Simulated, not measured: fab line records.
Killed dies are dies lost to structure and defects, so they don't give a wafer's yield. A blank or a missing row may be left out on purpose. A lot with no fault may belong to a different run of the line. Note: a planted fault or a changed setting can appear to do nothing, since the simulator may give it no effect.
fab line records || flow rit_cmos
[record] {"lots": 14, "wafers": 42, "last_day": 7}
route steps=202 shown NWELL@36
lots with no fault: from the same line, run without faults
start_h: the number of hours between the record's first day and the start of the first shown wafer of the lot || wait_h: hours since the lot's step before || " identical to the entry in the row above || L1.1+2: a single row standing in for several wafers || - value missing, or start not given || * or withheld: withheld || < > ~ a bound
route shown NAME@n: NAME is a module with steps in the file, n the number in the route of the first one || usual: the fault-free wafers' mean and standard deviation || same: alike in all rows || chamber/n: place in a boat || sites: readings site by site || _std_site: how widely they spread, as a standard deviation || _edge_site: inner sites' mean taken away from outer sites' mean || radius_mm: how far each site lies from the wafer's centre || mask NAME#n: copy n || behind: tool/chamber where the wafer was last shaped || hold: why the lot was held/for how many hours/how that ended || device: transistor that didn't switch, given as n, p or np || end of line: tests run on the same wafers once the route is complete || for a step that has no rows: nothing shown but its recipe || killed: dies lost to structure and defects at the first sort, not the wafer's yield || map: a wafer's dies, marking killed ones x, the rest . and places with no die _
set.NAME: the setting that was run; set.NAME@STEP: the one run at that earlier step || model.NAME: the simulator's own value behind a step, which no gauge read
the route's steps for a sample of lots (tables are steps, rows are wafers)
services: from which hour (start_h, from the record's first day; less than 0 if before it) a tool's chamber was out of use, for how many hours, and why
[[steps]]
[step RIT_NWELL_IMPLANT_08]
[recipe] {"species": "P", "energy_kev": 170, "dose_cm2": 5e+13, "tilt_deg": 6.754}
[usual] {"dose_ions_cm2": "5e+13/6.2e+10", "faraday_current_uA": "158.4/3"}
[same] {"implant_ion_amu": 31}
{"lot.wafer": "L313.2", "tool": "implanter-04", "chamber": 0, "start_h": 21.38, "wait_h": 0.2, "dose_ions_cm2": 4.995e+13, "faraday_current_uA": 154.5}
{"lot.wafer": "L313.3", "tool": "implanter-04", "chamber": 0, "start_h": 21.38, "wait_h": 0.2, "dose_ions_cm2": 4.99e+13, "faraday_current_uA": 160.3}
{"lot.wafer": "L313.4", "tool": "implanter-04", "chamber": 0, "start_h": 21.38, "wait_h": 0.2, "dose_ions_cm2": 4.997e+13, "faraday_current_uA": 154.6}
{"lot.wafer": "L314.1", "tool": "implanter-01", "chamber": 0, "start_h": 25.61, "wait_h": 0.2, "dose_ions_cm2": 4.995e+13, "faraday_current_uA": 159.3}
{"lot.wafer": "L314.2", "tool": "implanter-01", "chamber": 0, "start_h": 25.61, "wait_h": 0.2, "dose_ions_cm2": 4.994e+13, "faraday_current_uA": 159.9}
{"lot.wafer": "L314.5", "tool": "implanter-01", "chamber": 0, "start_h": 25.61, "wait_h": 0.2, "dose_ions_cm2": 5.001e+13, "faraday_current_uA": 154.9}
{"lot.wafer": "L316.1", "tool": "implanter-01", "chamber": 0, "start_h": 36.09, "wait_h": 0.2, "dose_ions_cm2": 5.007e+13, "faraday_current_uA": 160.1}
{"lot.wafer": "L316.2", "tool": "implanter-01", "chamber": 0, "start_h": 36.09, "wait_h": 0.2, "dose_ions_cm2": 4.997e+13, "faraday_current_uA": 162.8}
{"lot.wafer": "L316.3", "tool": "implanter-01", "chamber": 0, "start_h": 36.09, "wait_h": 0.2, "dose_ions_cm2": 5.002e+13, "faraday_current_uA": 156.1}
{"lot.wafer": "L318.1", "tool": "implanter-01", "chamber": 0, "start_h": 49.63, "wait_h": 0.2, "dose_ions_cm2": 5.001e+13, "faraday_current_uA": 161.5}
{"lot.wafer": "L318.2", "tool": "implanter-01", "chamber": 0, "start_h": 49.63, "wait_h": 0.2, "dose_ions_cm2": 5.002e+13, "faraday_current_uA": 154.8}
{"lot.wafer": "L318.3", "tool": "implanter-01", "chamber": 0, "start_h": 49.63, "wait_h": 0.2, "dose_ions_cm2": 5.001e+13, "faraday_current_uA": 161.1}
{"lot.wafer": "L319.2", "tool": "implanter-01", "chamber": 0, "start_h": 52.03, "wait_h": 0.2, "dose_ions_cm2": 4.995e+13, "faraday_current_uA": 156.1}
{"lot.wafer": "L319.3", "tool": "implanter-01", "chamber": 0, "start_h": 52.03, "wait_h": 0.2, "dose_ions_cm2": 5.001e+13, "faraday_current_uA": 158.7}
{"lot.wafer": "L319.6", "tool": "implanter-01", "chamber": 0, "start_h": 52.03, "wait_h": 0.2, "dose_ions_cm2": 4.994e+13, "faraday_current_uA": 157.7}
{"lot.wafer": "L320.1", "tool": "implanter-04", "chamber": 0, "start_h": 55.79, "wait_h": 0.2, "dose_ions_cm2": 4.997e+13, "faraday_current_uA": 162.2}
{"lot.wafer": "L320.2", "tool": "implanter-04", "chamber": 0, "start_h": 55.79, "wait_h": 0.2, "dose_ions_cm2": 4.988e+13, "faraday_current_uA": 158.9}
{"lot.wafer": "L320.3", "tool": "implanter-04", "chamber": 0, "start_h": 55.79, "wait_h": 0.2, "dose_ions_cm2": 4.999e+13, "faraday_current_uA": 160.2}
{"lot.wafer": "L322.2", "tool": "implanter-04", "chamber": 0, "start_h": 65.61, "wait_h": 0.2, "dose_ions_cm2": 4.993e+13, "faraday_current_uA": 157.6}
{"lot.wafer": "L322.4", "tool": "implanter-04", "chamber": 0, "start_h": 65.61, "wait_h": 0.2, "dose_ions_cm2": 5.004e+13, "faraday_current_uA": 155.4}
{"lot.wafer": "L322.6", "tool": "implanter-04", "chamber": 0, "start_h": 65.61, "wait_h": 0.2, "dose_ions_cm2": 5e+13, "faraday_current_uA": 157.0}
{"lot.wafer": "L326.1", "tool": "implanter-04", "chamber": 0, "start_h": 86.00, "wait_h": 0.2, "dose_ions_cm2": 5.007e+13, "faraday_current_uA": 150.7}
{"lot.wafer": "L326.4", "tool": "implanter-04", "chamber": 0, "start_h": 86.00, "wait_h": 0.2, "dose_ions_cm2": 4.994e+13, "faraday_current_uA": 162.5}
{"lot.wafer": "L326.6", "tool": "implanter-04", "chamber": 0, "start_h": 86.00, "wait_h": 0.2, "dose_ions_cm2": 5.005e+13, "faraday_current_uA": 163.2}
{"lot.wafer": "L328.2", "tool": "implanter-01", "chamber": 0, "start_h": 96.09, "wait_h": 0.2, "dose_ions_cm2": 4.992e+13, "faraday_current_uA": 158.1}
{"lot.wafer": "L328.3", "tool": "implanter-01", "chamber": 0, "start_h": 96.09, "wait_h": 0.2, "dose_ions_cm2": 5.001e+13, "faraday_current_uA": 158.0}
{"lot.wafer": "L328.5", "tool": "implanter-01", "chamber": 0, "start_h": 96.09, "wait_h": 0.2, "dose_ions_cm2": 4.998e+13, "faraday_current_uA": 162.1}
{"lot.wafer": "L330.1", "tool": "implanter-04", "chamber": 0, "start_h": 108.48, "wait_h": 0.2, "dose_ions_cm2": 5.505e+13, "faraday_current_uA": 180.5}
{"lot.wafer": "L330.3", "tool": "implanter-04", "chamber": 0, "start_h": 108.48, "wait_h": 0.2, "dose_ions_cm2": 5.49e+13, "faraday_current_uA": 173.2}
{"lot.wafer": "L330.5", "tool": "implanter-04", "chamber": 0, "start_h": 108.48, "wait_h": 0.2, "dose_ions_cm2": 5.492e+13, "faraday_current_uA": 177.6}
{"lot.wafer": "L331.3", "tool": "implanter-04", "chamber": 0, "start_h": 112.88, "wait_h": 0.2, "dose_ions_cm2": 5.497e+13, "faraday_current_uA": 170.3}
{"lot.wafer": "L331.4", "tool": "implanter-04", "chamber": 0, "start_h": 112.88, "wait_h": 0.2, "dose_ions_cm2": 5.499e+13, "faraday_current_uA": 174.0}
{"lot.wafer": "L331.6", "tool": "implanter-04", "chamber": 0, "start_h": 112.88, "wait_h": 0.2, "dose_ions_cm2": 5.511e+13, "faraday_current_uA": 175.0}
{"lot.wafer": "L333.3", "tool": "implanter-01", "chamber": 0, "start_h": 122.42, "wait_h": 0.2, "dose_ions_cm2": 4.993e+13, "faraday_current_uA": 161.7}
{"lot.wafer": "L333.4", "tool": "implanter-01", "chamber": 0, "start_h": 122.42, "wait_h": 0.2, "dose_ions_cm2": 5.001e+13, "faraday_current_uA": 155.5}
{"lot.wafer": "L333.6", "tool": "implanter-01", "chamber": 0, "start_h": 122.42, "wait_h": 0.2, "dose_ions_cm2": 4.996e+13, "faraday_current_uA": 157.6}
{"lot.wafer": "L334.3", "tool": "implanter-02", "chamber": 0, "start_h": 126.21, "wait_h": 0.2, "dose_ions_cm2": 5e+13, "faraday_current_uA": 158.2}
{"lot.wafer": "L334.5", "tool": "implanter-02", "chamber": 0, "start_h": 126.21, "wait_h": 0.2, "dose_ions_cm2": 4.993e+13, "faraday_current_uA": 158.2}
{"lot.wafer": "L334.6", "tool": "implanter-02", "chamber": 0, "start_h": 126.21, "wait_h": 0.2, "dose_ions_cm2": 5.006e+13, "faraday_current_uA": 156.3}
{"lot.wafer": "L335.1", "tool": "implanter-01", "chamber": 0, "start_h": 131.45, "wait_h": 0.2, "dose_ions_cm2": 4.998e+13, "faraday_current_uA": 153.5}
{"lot.wafer": "L335.2", "tool": "implanter-01", "chamber": 0, "start_h": 131.45, "wait_h": 0.2, "dose_ions_cm2": 5.009e+13, "faraday_current_uA": 158.9}
{"lot.wafer": "L335.6", "tool": "implanter-01", "chamber": 0, "start_h": 131.45, "wait_h": 0.2, "dose_ions_cm2": 4.998e+13, "faraday_current_uA": 156.4}
[step RIT_NWELL_TW_MEAS_10]
[usual] {"NWELL_TW": "2135/10"}
{"lot.wafer": "L313.2", "tool": "film_metro-03", "chamber": "-", "start_h": 21.69, "wait_h": 0.1, "NWELL_TW": 2111}
{"lot.wafer": "L313.3", "tool": "film_metro-03", "chamber": "-", "start_h": 21.69, "wait_h": 0.1, "NWELL_TW": 2104}
{"lot.wafer": "L313.4", "tool": "film_metro-03", "chamber": "-", "start_h": 21.69, "wait_h": 0.1, "NWELL_TW": 2117}
{"lot.wafer": "L314.1", "tool": "film_metro-04", "chamber": "-", "start_h": 25.94, "wait_h": 0.1, "NWELL_TW": 2132}
{"lot.wafer": "L314.2", "tool": "film_metro-04", "chamber": "-", "start_h": 25.94, "wait_h": 0.1, "NWELL_TW": 2134}
{"lot.wafer": "L314.5", "tool": "film_metro-04", "chamber": "-", "start_h": 25.94, "wait_h": 0.1, "NWELL_TW": 2143}
{"lot.wafer": "L316.1", "tool": "film_metro-01", "chamber": "-", "start_h": 36.42, "wait_h": 0.1, "NWELL_TW": 2121}
{"lot.wafer": "L316.2", "tool": "film_metro-01", "chamber": "-", "start_h": 36.42, "wait_h": 0.1, "NWELL_TW": 2143}
{"lot.wafer": "L316.3", "tool": "film_metro-01", "chamber": "-", "start_h": 36.42, "wait_h": 0.1, "NWELL_TW": 2131}
{"lot.wafer": "L318.1", "tool": "film_metro-01", "chamber": "-", "start_h": 49.95, "wait_h": 0.1, "NWELL_TW": 2146}
{"lot.wafer": "L318.2", "tool": "film_metro-01", "chamber": "-", "start_h": 49.95, "wait_h": 0.1, "NWELL_TW": 2139}
{"lot.wafer": "L318.3", "tool": "film_metro-01", "chamber": "-", "start_h": 49.95, "wait_h": 0.1, "NWELL_TW": 2143}
{"lot.wafer": "L319.2", "tool": "film_metro-03", "chamber": "-", "start_h": 52.34, "wait_h": 0.1, "NWELL_TW": 2129}
{"lot.wafer": "L319.3", "tool": "film_metro-03", "chamber": "-", "start_h": 52.34, "wait_h": 0.1, "NWELL_TW": 2132}
{"lot.wafer": "L319.6", "tool": "film_metro-03", "chamber": "-", "start_h": 52.34, "wait_h": 0.1, "NWELL_TW": 2130}
{"lot.wafer": "L320.1", "tool": "film_metro-04", "chamber": "-", "start_h": 56.11, "wait_h": 0.1, "NWELL_TW": 2140}
{"lot.wafer": "L320.2", "tool": "film_metro-04", "chamber": "-", "start_h": 56.11, "wait_h": 0.1, "NWELL_TW": 2138}
{"lot.wafer": "L320.3", "tool": "film_metro-04", "chamber": "-", "start_h": 56.11, "wait_h": 0.1, "NWELL_TW": 2139}
{"lot.wafer": "L322.2", "tool": "film_metro-03", "chamber": "-", "start_h": 65.92, "wait_h": 0.1, "NWELL_TW": 2116}
{"lot.wafer": "L322.4", "tool": "film_metro-03", "chamber": "-", "start_h": 65.92, "wait_h": 0.1, "NWELL_TW": 2126}
{"lot.wafer": "L322.6", "tool": "film_metro-03", "chamber": "-", "start_h": 65.92, "wait_h": 0.1, "NWELL_TW": 2131}
{"lot.wafer": "L326.1", "tool": "film_metro-03", "chamber": "-", "start_h": 86.33, "wait_h": 0.1, "NWELL_TW": 2139}
{"lot.wafer": "L326.4", "tool": "film_metro-03", "chamber": "-", "start_h": 86.33, "wait_h": 0.1, "NWELL_TW": 2126}
{"lot.wafer": "L326.6", "tool": "film_metro-03", "chamber": "-", "start_h": 86.33, "wait_h": 0.1, "NWELL_TW": 2123}
{"lot.wafer": "L328.2", "tool": "film_metro-01", "chamber": "-", "start_h": 96.40, "wait_h": 0.1, "NWELL_TW": 2135}
{"lot.wafer": "L328.3", "tool": "film_metro-01", "chamber": "-", "start_h": 96.40, "wait_h": 0.1, "NWELL_TW": 2141}
{"lot.wafer": "L328.5", "tool": "film_metro-01", "chamber": "-", "start_h": 96.40, "wait_h": 0.1, "NWELL_TW": 2145}
{"lot.wafer": "L330.1", "tool": "film_metro-01", "chamber": "-", "start_h": 108.81, "wait_h": 0.1, "NWELL_TW": 2220}
{"lot.wafer": "L330.3", "tool": "film_metro-01", "chamber": "-", "start_h": 108.81, "wait_h": 0.1, "NWELL_TW": 2213}
{"lot.wafer": "L330.5", "tool": "film_metro-01", "chamber": "-", "start_h": 108.81, "wait_h": 0.1, "NWELL_TW": 2212}
{"lot.wafer": "L331.3", "tool": "film_metro-01", "chamber": "-", "start_h": 113.18, "wait_h": 0.1, "NWELL_TW": 2219}
{"lot.wafer": "L331.4", "tool": "film_metro-01", "chamber": "-", "start_h": 113.18, "wait_h": 0.1, "NWELL_TW": 2195}
{"lot.wafer": "L331.6", "tool": "film_metro-01", "chamber": "-", "start_h": 113.18, "wait_h": 0.1, "NWELL_TW": 2213}
{"lot.wafer": "L333.3", "tool": "film_metro-01", "chamber": "-", "start_h": 122.72, "wait_h": 0.1, "NWELL_TW": 2131}
{"lot.wafer": "L333.4", "tool": "film_metro-01", "chamber": "-", "start_h": 122.72, "wait_h": 0.1, "NWELL_TW": 2150}
{"lot.wafer": "L333.6", "tool": "film_metro-01", "chamber": "-", "start_h": 122.72, "wait_h": 0.1, "NWELL_TW": 2143}
{"lot.wafer": "L334.3", "tool": "film_metro-04", "chamber": "-", "start_h": 126.50, "wait_h": 0.1, "NWELL_TW": 2141}
{"lot.wafer": "L334.5", "tool": "film_metro-04", "chamber": "-", "start_h": 126.50, "wait_h": 0.1, "NWELL_TW": 2132}
{"lot.wafer": "L334.6", "tool": "film_metro-04", "chamber": "-", "start_h": 126.50, "wait_h": 0.1, "NWELL_TW": 2132}
{"lot.wafer": "L335.1", "tool": "film_metro-04", "chamber": "-", "start_h": 131.78, "wait_h": 0.1, "NWELL_TW": 2133}
{"lot.wafer": "L335.2", "tool": "film_metro-04", "chamber": "-", "start_h": 131.78, "wait_h": 0.1, "NWELL_TW": 2150}
{"lot.wafer": "L335.6", "tool": "film_metro-04", "chamber": "-", "start_h": 131.78, "wait_h": 0.1, "NWELL_TW": 2130}
[step RIT_WELLDRIVE_RS_MEAS_01]
[recipe] {"thk_meas_gauge": "four-point-probe"}
[usual] {"NWELL_RS": "275.3/0.81"}
{"lot.wafer": "L313.2", "tool": "film_metro-04", "chamber": "-", "start_h": 28.40, "wait_h": 0.0, "NWELL_RS[ohm/sq]": 275.7}
{"lot.wafer": "L313.3", "tool": "film_metro-04", "chamber": "-", "start_h": 28.40, "wait_h": 0.0, "NWELL_RS[ohm/sq]": 275.9}
{"lot.wafer": "L313.4", "tool": "film_metro-04", "chamber": "-", "start_h": 28.40, "wait_h": 0.0, "NWELL_RS[ohm/sq]": 275.5}
{"lot.wafer": "L314.1", "tool": "film_metro-04", "chamber": "-", "start_h": 32.93, "wait_h": 0.0, "NWELL_RS[ohm/sq]": 275.7}
{"lot.wafer": "L314.2", "tool": "film_metro-04", "chamber": "-", "start_h": 32.93, "wait_h": 0.0, "NWELL_RS[ohm/sq]": 275.0}
{"lot.wafer": "L314.5", "tool": "film_metro-04", "chamber": "-", "start_h": 32.93, "wait_h": 0.0, "NWELL_RS[ohm/sq]": 274.9}
{"lot.wafer": "L316.1", "tool": "film_metro-04", "chamber": "-", "start_h": 43.53, "wait_h": 0.0, "NWELL_RS[ohm/sq]": 274.6}
{"lot.wafer": "L316.2", "tool": "film_metro-04", "chamber": "-", "start_h": 43.53, "wait_h": 0.0, "NWELL_RS[ohm/sq]": 273.9}
{"lot.wafer": "L316.3", "tool": "film_metro-04", "chamber": "-", "start_h": 43.53, "wait_h": 0.0, "NWELL_RS[ohm/sq]": 274.2}
{"lot.wafer": "L318.1", "tool": "film_metro-04", "chamber": "-", "start_h": 57.14, "wait_h": 0.0, "NWELL_RS[ohm/sq]": 275.6}
{"lot.wafer": "L318.2", "tool": "film_metro-04", "chamber": "-", "start_h": 57.14, "wait_h": 0.0, "NWELL_RS[ohm/sq]": 274.3}
{"lot.wafer": "L318.3", "tool": "film_metro-04", "chamber": "-", "start_h": 57.14, "wait_h": 0.0, "NWELL_RS[ohm/sq]": 274.6}
{"lot.wafer": "L319.2", "tool": "film_metro-04", "chamber": "-", "start_h": 59.05, "wait_h": 0.0, "NWELL_RS[ohm/sq]": 273.5}
{"lot.wafer": "L319.3", "tool": "film_metro-04", "chamber": "-", "start_h": 59.05, "wait_h": 0.0, "NWELL_RS[ohm/sq]": 274.4}
{"lot.wafer": "L319.6", "tool": "film_metro-04", "chamber": "-", "start_h": 59.05, "wait_h": 0.0, "NWELL_RS[ohm/sq]": 273.3}
{"lot.wafer": "L320.1", "tool": "film_metro-04", "chamber": "-", "start_h": 62.80, "wait_h": 0.0, "NWELL_RS[ohm/sq]": 275.0}
{"lot.wafer": "L320.2", "tool": "film_metro-04", "chamber": "-", "start_h": 62.80, "wait_h": 0.0, "NWELL_RS[ohm/sq]": 275.2}
{"lot.wafer": "L320.3", "tool": "film_metro-04", "chamber": "-", "start_h": 62.80, "wait_h": 0.0, "NWELL_RS[ohm/sq]": 274.3}
{"lot.wafer": "L322.2", "tool": "film_metro-04", "chamber": "-", "start_h": 72.74, "wait_h": 0.0, "NWELL_RS[ohm/sq]": 275.9}
{"lot.wafer": "L322.4", "tool": "film_metro-04", "chamber": "-", "start_h": 72.74, "wait_h": 0.0, "NWELL_RS[ohm/sq]": 274.4}
{"lot.wafer": "L322.6", "tool": "film_metro-04", "chamber": "-", "start_h": 72.74, "wait_h": 0.0, "NWELL_RS[ohm/sq]": 274.4}
{"lot.wafer": "L326.1", "tool": "film_metro-04", "chamber": "-", "start_h": 93.40, "wait_h": 0.0, "NWELL_RS[ohm/sq]": 274.7}
{"lot.wafer": "L326.4", "tool": "film_metro-04", "chamber": "-", "start_h": 93.40, "wait_h": 0.0, "NWELL_RS[ohm/sq]": 274.9}
{"lot.wafer": "L326.6", "tool": "film_metro-04", "chamber": "-", "start_h": 93.40, "wait_h": 0.0, "NWELL_RS[ohm/sq]": 275.2}
{"lot.wafer": "L328.2", "tool": "film_metro-04", "chamber": "-", "start_h": 105.35, "wait_h": 0.0, "NWELL_RS[ohm/sq]": 276.9}
{"lot.wafer": "L328.3", "tool": "film_metro-04", "chamber": "-", "start_h": 105.35, "wait_h": 0.0, "NWELL_RS[ohm/sq]": 275.9}
{"lot.wafer": "L328.5", "tool": "film_metro-04", "chamber": "-", "start_h": 105.35, "wait_h": 0.0, "NWELL_RS[ohm/sq]": 276.5}
{"lot.wafer": "L330.1", "tool": "film_metro-03", "chamber": "-", "start_h": 115.69, "wait_h": 0.0, "NWELL_RS[ohm/sq]": 259.8}
{"lot.wafer": "L330.3", "tool": "film_metro-03", "chamber": "-", "start_h": 115.69, "wait_h": 0.0, "NWELL_RS[ohm/sq]": 259.9}
{"lot.wafer": "L330.5", "tool": "film_metro-03", "chamber": "-", "start_h": 115.69, "wait_h": 0.0, "NWELL_RS[ohm/sq]": 259.8}
{"lot.wafer": "L331.3", "tool": "film_metro-04", "chamber": "-", "start_h": 120.02, "wait_h": 0.0, "NWELL_RS[ohm/sq]": 259.1}
{"lot.wafer": "L331.4", "tool": "film_metro-04", "chamber": "-", "start_h": 120.02, "wait_h": 0.0, "NWELL_RS[ohm/sq]": 259.5}
{"lot.wafer": "L331.6", "tool": "film_metro-04", "chamber": "-", "start_h": 120.02, "wait_h": 0.0, "NWELL_RS[ohm/sq]": 259.5}
{"lot.wafer": "L333.3", "tool": "film_metro-01", "chamber": "-", "start_h": 129.76, "wait_h": 0.0, "NWELL_RS[ohm/sq]": 274.7}
{"lot.wafer": "L333.4", "tool": "film_metro-01", "chamber": "-", "start_h": 129.76, "wait_h": 0.0, "NWELL_RS[ohm/sq]": 275.4}
{"lot.wafer": "L333.6", "tool": "film_metro-01", "chamber": "-", "start_h": 129.76, "wait_h": 0.0, "NWELL_RS[ohm/sq]": 274.9}
{"lot.wafer": "L334.3", "tool": "film_metro-04", "chamber": "-", "start_h": 133.98, "wait_h": 0.0, "NWELL_RS[ohm/sq]": 275.5}
{"lot.wafer": "L334.5", "tool": "film_metro-04", "chamber": "-", "start_h": 133.98, "wait_h": 0.0, "NWELL_RS[ohm/sq]": 276.9}
{"lot.wafer": "L334.6", "tool": "film_metro-04", "chamber": "-", "start_h": 133.98, "wait_h": 0.0, "NWELL_RS[ohm/sq]": 276.7}
{"lot.wafer": "L335.1", "tool": "film_metro-04", "chamber": "-", "start_h": 139.03, "wait_h": 0.0, "NWELL_RS[ohm/sq]": 275.1}
{"lot.wafer": "L335.2", "tool": "film_metro-04", "chamber": "-", "start_h": 139.03, "wait_h": 0.0, "NWELL_RS[ohm/sq]": 276.2}
{"lot.wafer": "L335.6", "tool": "film_metro-04", "chamber": "-", "start_h": 139.03, "wait_h": 0.0, "NWELL_RS[ohm/sq]": 274.9}
[[services]]
{"tool": "implanter-04", "chamber": "-", "start_h": 11.50, "hours": 2.7, "kind": "repair"}
{"tool": "implanter-04", "chamber": "-", "start_h": 19.62, "hours": 1.5, "kind": "repair"}
{"tool": "implanter-01", "chamber": "-", "start_h": 38.72, "hours": 2.7, "kind": "pm"}
{"tool": "implanter-04", "chamber": "-", "start_h": 66.68, "hours": 4.8, "kind": "pm"}
{"tool": "implanter-04", "chamber": "-", "start_h": 79.32, "hours": 2.0, "kind": "repair"}
{"tool": "implanter-02", "chamber": "-", "start_h": 84.93, "hours": 35.3, "kind": "pm"}
[[key]]
[first_sign] {"step": "RIT_NWELL_IMPLANT_08", "reading": "dose_ions_cm2", "direction": "up", "sigmas": 80, "usual": 5e+13, "struck": 5.499e+13}
[effect] {"step": "RIT_NWELL_IMPLANT_08", "reading": "faraday_current_uA", "direction": "up", "sigmas": 5.6, "usual": 158.4, "struck": 175.1}
[effect] {"step": "RIT_NWELL_TW_MEAS_10", "reading": "NWELL_TW", "direction": "up", "sigmas": 7.5, "usual": 2135, "struck": 2212}
[effect] {"step": "RIT_WELLDRIVE_RS_MEAS_01", "reading": "NWELL_RS", "direction": "down", "sigmas": 20, "usual": 275.3, "struck": 259.6}
met_at RIT_NWELL_IMPLANT_08
struck_lots L330,L331
tester_left_out L330,L331
onset_between 86.00 108.48
[fault] {"kind": "process_parameter_drift", "tool": "implanter-04", "chamber": "-", "onset_h": 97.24, "steps": "RIT_NWELL_IMPLANT_08", "channel": "dose_cm2", "offset": 5e+12, "shape": "step", "end_h": 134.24, "acts_in": "these_recipes_only", "stated": 5e+13}
// tester_left_out: of these lots the tester's yield and bins aren't shown, on N5 and GAA mostly nor the transistor test; their killed dies are dies lost to structure and defects alone, not to doping, threshold or leakage, so they don't give the yield
